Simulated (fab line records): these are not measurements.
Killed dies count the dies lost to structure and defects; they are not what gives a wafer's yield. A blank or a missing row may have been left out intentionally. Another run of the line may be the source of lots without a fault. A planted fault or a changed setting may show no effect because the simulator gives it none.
fab line records | flow rit-cmos
record: lots: 15 | wafers: 45 | last-day: 8
route steps=202 shown GATE@84 M1@202
lots that met no fault: taken from a fault-free run of the same line
start-h: the number of hours between the record's first day and the start of the first shown wafer of the lot | wait-h: hours since the lot's step before | " the same as in the row above | L1.1+2: a single row standing in for several wafers | - value missing, or start not given | * or withheld: withheld | < > ~ a bound
route shown NAME@n: a module of which the file shows steps, and the number in the route of the first | usual: mean/standard deviation of fault-free wafers | same: alike in all rows | chamber/n: place in a boat | sites: each site's reading | _std_site: the values' standard deviation | _edge_site: the outer-site mean with the inner-site mean subtracted | radius-mm: for every site, how far away it sits from the centre of the wafer | mask NAME#n: copy n | behind: the most recent tool/chamber to have shaped the wafer | hold: reason for holding the lot/hours on hold/outcome of the hold | device: transistor that didn't switch, given as n, p or np | end of line: the same wafers' tests at the end of the route | step lacking rows: just its recipe | killed: at the first sort, the dies lost to defects and structure; wafer yield is something else | map: dies across one wafer; x = killed, . = not, _ = none there
set.NAME: setting as actually run; set.NAME@STEP: the setting as run at that earlier step | model.NAME: the simulator's own value behind a step, which no gauge read
steps of the route over a sample of lots; a table a step, a row a wafer
services: the hour from which a tool's chamber was out of use, counted from the record's first day as start-h (under 0 if before that day), plus the number of hours and why
== steps ==
step: RIT_GATE_CVD_08
recipe: material: poly-Si | target-thk-nm: 250 | temp-c: 610 | precursor: SiH4 | time-s: 2220 | pressure-mtorr: 300 | sih4-flow-sccm: 100
lot.wafer  | tool     | chamber | start-h | wait-h
L216.1+2+4 | lpcvd-01 | 1       | 40.93   | 0.5
L217.2+4+6 | lpcvd-01 | 1       | 47.34   | 0.0
L218.2+3+6 | lpcvd-02 | 1       | 50.39   | 0.0
L219.1+3+5 | lpcvd-01 | 0       | 51.24   | 0.1
L221.3+4+5 | lpcvd-02 | 1       | 63.94   | 0.1
L222.1+4+5 | lpcvd-01 | 0       | 65.54   | 0.1
L223.1+2+5 | lpcvd-02 | 0       | 77.03   | 2.2
L224.1+5+6 | lpcvd-02 | 1       | 79.94   | 0.1
L226.1+2+3 | lpcvd-02 | 1       | 87.84   | 0.1
L227.2+5+6 | lpcvd-02 | 1       | 99.16   | 0.0
L228.3+4+6 | lpcvd-01 | 0       | 101.38  | 0.0
L228.3+4+6 | lpcvd-01 | 0       | 103.98  | 0.2
L230.2+4+6 | lpcvd-02 | 1       | 107.74  | 0.0
L230.2+4+6 | lpcvd-02 | 1       | 110.33  | 0.2
L232.2+5+6 | lpcvd-01 | 1       | 128.18  | 0.0
L236.4+5+6 | lpcvd-02 | 1       | 146.51  | 0.0
L236.4+5+6 | lpcvd-02 | 1       | 148.29  | 0.2
L239.1+2+5 | lpcvd-01 | 1       | 158.70  | 0.1
step: RIT_GATE_THK_MEAS_09
recipe: reads: poly-Si_of_GATE_CVD_08
usual: GATE_POLY_THK: 248.2/2.4
lot.wafer | tool          | chamber | start-h | wait-h | GATE_POLY_THK[nm]
L216.1    | film-metro-03 | -       | 42.55   | 0.0    | 252.8
L216.2    | "             | -       | "       | "      | 249.6
L216.4    | "             | -       | "       | "      | 251.4
L217.2    | film-metro-04 | -       | 48.97   | 0.0    | 250.4
L217.4    | "             | -       | "       | "      | 252.5
L217.6    | "             | -       | "       | "      | 251.7
L218.2    | film-metro-02 | -       | 52.02   | 0.0    | 246.7
L218.3    | "             | -       | "       | "      | 245.9
L218.6    | "             | -       | "       | "      | 245.4
L219.1    | film-metro-03 | -       | 52.86   | 0.0    | 249.6
L219.3    | "             | -       | "       | "      | 248.6
L219.5    | "             | -       | "       | "      | 247.8
L221.3    | film-metro-03 | -       | 65.58   | 0.0    | 247.6
L221.4    | "             | -       | "       | "      | 247.2
L221.5    | "             | -       | "       | "      | 247.9
L222.1    | film-metro-03 | -       | 67.16   | 0.0    | 250.4
L222.4    | "             | -       | "       | "      | 251.3
L222.5    | "             | -       | "       | "      | 249.7
L223.1    | film-metro-02 | -       | 79.46   | 0.0    | 250.4
L223.2    | "             | -       | "       | "      | 250.6
L223.5    | "             | -       | "       | "      | 252.3
L224.1    | film-metro-04 | -       | 82.36   | 0.0    | 244.9
L224.5    | "             | -       | "       | "      | 246.5
L224.6    | "             | -       | "       | "      | 244.7
L226.1    | film-metro-03 | -       | 90.26   | 0.0    | 248.8
L226.2    | "             | -       | "       | "      | 248.9
L226.3    | "             | -       | "       | "      | 246.8
L227.2    | film-metro-03 | -       | 100.79  | 0.0    | 248.0
L227.5    | "             | -       | "       | "      | 248.5
L227.6    | "             | -       | "       | "      | 247.2
L228.3    | film-metro-03 | -       | 106.42  | 0.0    | 500.8
L228.4    | "             | -       | "       | "      | 500.1
L228.6    | "             | -       | "       | "      | 502.7
L230.2    | film-metro-04 | -       | 112.77  | 0.0    | 497.7
L230.4    | "             | -       | "       | "      | 497.9
L230.6    | "             | -       | "       | "      | 499.1
L232.2    | film-metro-04 | -       | 130.61  | 0.0    | 245.6
L232.5    | "             | -       | "       | "      | 245.9
L232.6    | "             | -       | "       | "      | 247.1
L236.4    | film-metro-04 | -       | 149.94  | 0.0    | 499.1
L236.5    | "             | -       | "       | "      | 501.1
L236.6    | "             | -       | "       | "      | 500.2
L239.1    | film-metro-02 | -       | 161.12  | 0.0    | 245.9
L239.2    | "             | -       | "       | "      | 246.8
L239.5    | "             | -       | "       | "      | 246.2
step: RIT_GATE_ETCH_19
recipe: chemistry: SF6/CHF3/O2 | time-s: 165 | SF6_flow_sccm: 30 | CHF3_flow_sccm: 30 | O2_flow_sccm: 5 | target: poly-Si | pressure-mtorr: 40 | rf-w: 160 | target-depth-a: 3125 | over-etch-frac: 0.25 | stop-on: SiO2
usual: CHF3_flow_sccm: 30.00/0.085 | drypump-motor-current-A: 5.91/0.3 | oes-product-au: 0.847/0.0099 | throttle-valve-pct: 10.24/0.16
lot.wafer | tool      | chamber | start-h | wait-h | CHF3_flow_sccm | drypump-motor-current-A | oes-product-au | rf-hours-counter-h | throttle-valve-pct
L216.1    | rie-si-01 | 1       | 43.89   | 0.1    | 30.16          | 5.73                    | 0.847          | 110                | 9.92
L216.2    | "         | 0       | "       | "      | 30.08          | 6.13                    | 0.857          | 2                  | 10.53
L216.4    | "         | 3       | "       | "      | 29.90          | 5.66                    | 0.869          | 119                | 10.31
L217.2    | rie-si-02 | 3       | 50.35   | 0.1    | 30.07          | 5.58                    | 0.858          | 3                  | 10.16
L217.4    | "         | 1       | "       | "      | 29.81          | 6.03                    | 0.854          | 93                 | 10.29
L217.6    | "         | 1       | "       | "      | 30.06          | 6.06                    | 0.849          | -                  | 10.29
L218.2    | rie-si-01 | 1       | 53.35   | 0.1    | 29.93          | 5.74                    | 0.835          | 110                | 9.90
L218.3    | "         | 2       | "       | "      | 30.06          | 6.17                    | 0.842          | 118                | 10.28
L218.6    | "         | 2       | "       | "      | 30.10          | 6.19                    | 0.845          | -                  | 10.28
L219.1    | rie-si-02 | 3       | 54.14   | 0.1    | 29.93          | 5.57                    | 0.844          | 3                  | 10.18
L219.3    | "         | 1       | "       | "      | 29.93          | 6.04                    | 0.842          | 93                 | 10.30
L219.5    | "         | 1       | "       | "      | 29.99          | 6.03                    | 0.841          | -                  | 10.30
L221.3    | rie-si-02 | 3       | 67.32   | 0.1    | 29.99          | 5.56                    | 0.842          | 3                  | 10.15
L221.4    | "         | 1       | "       | "      | 29.87          | 6.05                    | 0.840          | 93                 | 10.30
L221.5    | "         | 1       | "       | "      | 30.02          | 6.04                    | 0.845          | -                  | 10.30
L222.1    | rie-si-01 | 0       | 68.61   | 0.1    | 30.12          | 6.15                    | 0.849          | 2                  | 10.51
L222.4    | "         | 2       | "       | "      | 29.91          | 6.20                    | 0.860          | 118                | 10.28
L222.5    | "         | 2       | "       | "      | 29.97          | 6.22                    | 0.861          | -                  | 10.28
L223.1    | rie-si-02 | 2       | 80.99   | 0.1    | 30.05          | 6.31                    | 0.864          | 2                  | 10.16
L223.2    | "         | 0       | "       | "      | 30.02          | 5.48                    | 0.848          | 55                 | 10.30
L223.5    | "         | 1       | "       | "      | 30.16          | 6.03                    | 0.852          | -                  | 10.29
L224.1    | rie-si-01 | 2       | 83.71   | 0.1    | 30.03          | 6.21                    | 0.853          | 118                | 10.26
L224.5    | "         | 3       | "       | "      | 30.08          | 5.70                    | 0.850          | -                  | 10.30
L224.6    | "         | 2       | "       | "      | 30.04          | 6.21                    | 0.847          | -                  | 10.29
L226.1    | rie-si-01 | 3       | 91.48   | 0.1    | 29.98          | 5.69                    | 0.856          | 120                | 10.29
L226.2    | "         | 2       | "       | "      | 29.93          | 6.18                    | 0.850          | 118                | 10.28
L226.3    | "         | 1       | "       | "      | 29.98          | 5.74                    | 0.833          | 110                | 9.90
L227.2    | rie-si-02 | 0       | 102.14  | 0.1    | 29.98          | 5.49                    | 0.844          | 55                 | 10.31
L227.5    | "         | 1       | "       | "      | 30.13          | 6.05                    | 0.848          | -                  | 10.30
L227.6    | "         | 0       | "       | "      | 29.98          | 5.50                    | 0.847          | -                  | 10.33
L228.3    | rie-si-01 | 3       | 107.91  | 0.1    | 29.86          | 5.69                    | 1.003          | 120                | 10.28
L228.4    | "         | 0       | "       | "      | 30.01          | 6.14                    | 1.005          | 3                  | 10.54
L228.6    | "         | 0       | "       | "      | 30.09          | 6.10                    | 1.010          | -                  | 10.52
L230.2    | rie-si-01 | 1       | 114.42  | 0.1    | 29.96          | 5.72                    | 0.967          | 110                | 9.91
L230.4    | "         | 2       | "       | "      | 30.08          | 6.24                    | 1.016          | 119                | 10.30
L230.6    | "         | 2       | "       | "      | 30.01          | 6.24                    | 1.020          | -                  | 10.27
L232.2    | rie-si-01 | 0       | 132.35  | 0.1    | 30.07          | 6.15                    | 0.846          | 3                  | 10.55
L232.5    | "         | 2       | "       | "      | 29.98          | 6.22                    | 0.843          | -                  | 10.28
L232.6    | "         | 1       | "       | "      | 29.99          | 5.74                    | 0.827          | -                  | 9.91
L236.4    | rie-si-01 | 2       | 151.82  | 0.1    | 29.95          | 6.22                    | 1.021          | 119                | 10.29
L236.5    | "         | 3       | "       | "      | 29.94          | 5.69                    | 1.006          | -                  | 10.29
L236.6    | "         | 0       | "       | "      | 30.00          | 6.13                    | 1.002          | -                  | 10.52
L239.1    | rie-si-02 | 3       | 162.61  | 0.1    | 29.88          | 5.56                    | 0.837          | 4                  | 10.16
L239.2    | "         | 2       | "       | "      | 30.07          | 6.37                    | 0.863          | 3                  | 10.15
L239.5    | "         | 3       | "       | "      | 30.00          | 5.54                    | 0.837          | -                  | 10.16
step: RIT_M1_PROBE_99
usual: killed-at-contacts: 0.0/0.2 | killed-at-front-end: 7.0/2.8 | killed-dies: 7.0/2.8 | killed-on-rim: 2.0/1.4 | killed-open: 3.4/1.9 | killed-short: 3.6/2
same: gross-dies: 264 | killed_at_M0_to_M3: 0 | killed_at_M4_up: 0 | killed-at-back-side: 0 | killed-at-other: 0
lot.wafer | tool      | chamber | start-h | wait-h | killed-at-contacts | killed-at-front-end | killed-dies | killed-on-rim | killed-open | killed-short
L228.3    | prober-02 | -       | 132.42  | 0.2    | 0                  | 264                 | 264         | 70            | 5           | 7
L228.4    | prober-02 | -       | 132.47  | 0.2    | 0                  | 264                 | 264         | 70            | 6           | 5
L228.6    | prober-02 | -       | 132.57  | 0.2    | 0                  | 264                 | 264         | 70            | 3           | 6
L230.2    | prober-02 | -       | 139.65  | 0.1    | 0                  | 264                 | 264         | 70            | 2           | 2
L230.4    | prober-02 | -       | 139.75  | 0.2    | 1                  | 263                 | 264         | 70            | 4           | 10
L230.6    | prober-02 | -       | 139.85  | 0.2    | 0                  | 264                 | 264         | 70            | 5           | 5
L236.4    | prober-02 | -       | 174.26  | 0.2    | 0                  | 264                 | 264         | 70            | 5           | 5
L236.5    | prober-02 | -       | 174.31  | 0.2    | 0                  | 264                 | 264         | 70            | 4           | 6
L236.6    | prober-02 | -       | 174.36  | 0.2    | 0                  | 264                 | 264         | 70            | 3           | 2
killed by level:class
L228.3 GATE:area-etch=252 GATE:geometric-particle:short=3 FOX1:geometric-particle:open=1 FOX1:geometric-particle:short=1 FOX2:geometric-particle:short=1 FOX2:geometric-particle:open=1 GATE:geometric-particle:open=1 REOX:geometric-particle:short=1
L228.4 GATE:area-etch=253 GATE:geometric-particle:short=4 GATE:geometric-particle:open=3 ACTIVE:geometric-particle:open=1 FOX2:geometric-particle:short=1 FOX2:geometric-particle:open=1 REOX:geometric-particle:open=1
L228.6 GATE:area-etch=255 GATE:geometric-particle:short=3 GATE:geometric-particle:open=2 SILICIDE:geometric-particle:short=2 REOX:geometric-particle:short=1 SILICIDE:geometric-particle:open=1
L230.2 GATE:area-etch=260 FOX1:geometric-particle:open=1 GATE:geometric-particle:short=1 SPACER:geometric-particle:short=1 SILICIDE:geometric-particle:open=1
L230.4 GATE:area-etch=250 GATE:geometric-particle:short=4 GATE:geometric-particle:open=2 SPACER:geometric-particle:short=2 FOX1:geometric-particle:short=1 FOX1:geometric-particle:open=1 FOX2:geometric-particle:short=1 SPACER:geometric-particle:open=1
L230.6 GATE:area-etch=254 FOX1:geometric-particle:short=2 GATE:geometric-particle:short=2 SILICIDE:geometric-particle:open=2 FOX1:geometric-particle:open=1 GATE:geometric-particle:open=1 SPACER:geometric-particle:open=1 SILICIDE:geometric-particle:short=1
L236.4 GATE:area-etch=254 GATE:geometric-particle:short=3 GATE:geometric-particle:open=2 SILICIDE:geometric-particle:open=2 FOX1:geometric-particle:open=1 REOX:geometric-particle:short=1 SPACER:geometric-particle:short=1
L236.5 GATE:area-etch=254 GATE:geometric-particle:short=2 FOX1:geometric-particle:short=1 FOX2:geometric-particle:open=1 GATE:geometric-particle:open=1 REOX:geometric-particle:short=1 SPACER:geometric-particle:short=1 SPACER:geometric-particle:open=1
L236.6 GATE:area-etch=259 REOX:geometric-particle:open=2 GATE:geometric-particle:open=1 SPACER:geometric-particle:short=1 SILICIDE:geometric-particle:short=1
== services ==
tool      | chamber | start-h | hours | kind
lpcvd-01  | -       | 122.21  | 2.8   | pm
rie-si-01 | -       | 127.20  | 0.8   | repair
rie-si-01 | 2       | 144.39  | 4.4   | repair
== key ==
first-sign: step: RIT_GATE_CVD_08 | reading: visit | direction: added
effect: step: RIT_GATE_THK_MEAS_09 | reading: GATE_POLY_THK | direction: up | sigmas: 99+ | usual: 248.2 | struck: 499.9
effect: step: RIT_GATE_ETCH_19 | reading: oes-product-au | direction: up | sigmas: 16 | usual: 0.847 | struck: 1.006
effect: step: RIT_M1_PROBE_99 | reading: killed-at-front-end | direction: up | sigmas: 92 | usual: 7.0 | struck: 263.9
more-kills-born-at: RIT_GATE_ETCH_19@rie-si-01: 2291
met-at RIT_GATE_CVD_08
struck-lots L228,L230,L236
later-rows-left-out L228.3,L228.4,L228.6,L230.2,L230.4,L230.6,L236.4,L236.5,L236.6
tester-left-out L228,L230,L236
fault: kind: repeated-step-whole | tool: lpcvd-01,lpcvd-02 | chamber: - | onset-h: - | steps: RIT_GATE_CVD_08 | times: 1 | scope: struck-lots-only
tester-left-out: of these lots the tester's yield and bins aren't shown, on N5 and GAA mostly nor the transistor test; their killed dies are dies lost to structure and defects alone, not to doping, threshold or leakage, so they don't give the yield
later-rows-left-out: the simulator's readings of these wafers behind a module that went badly wrong aren't trusted and aren't shown, but for the sort
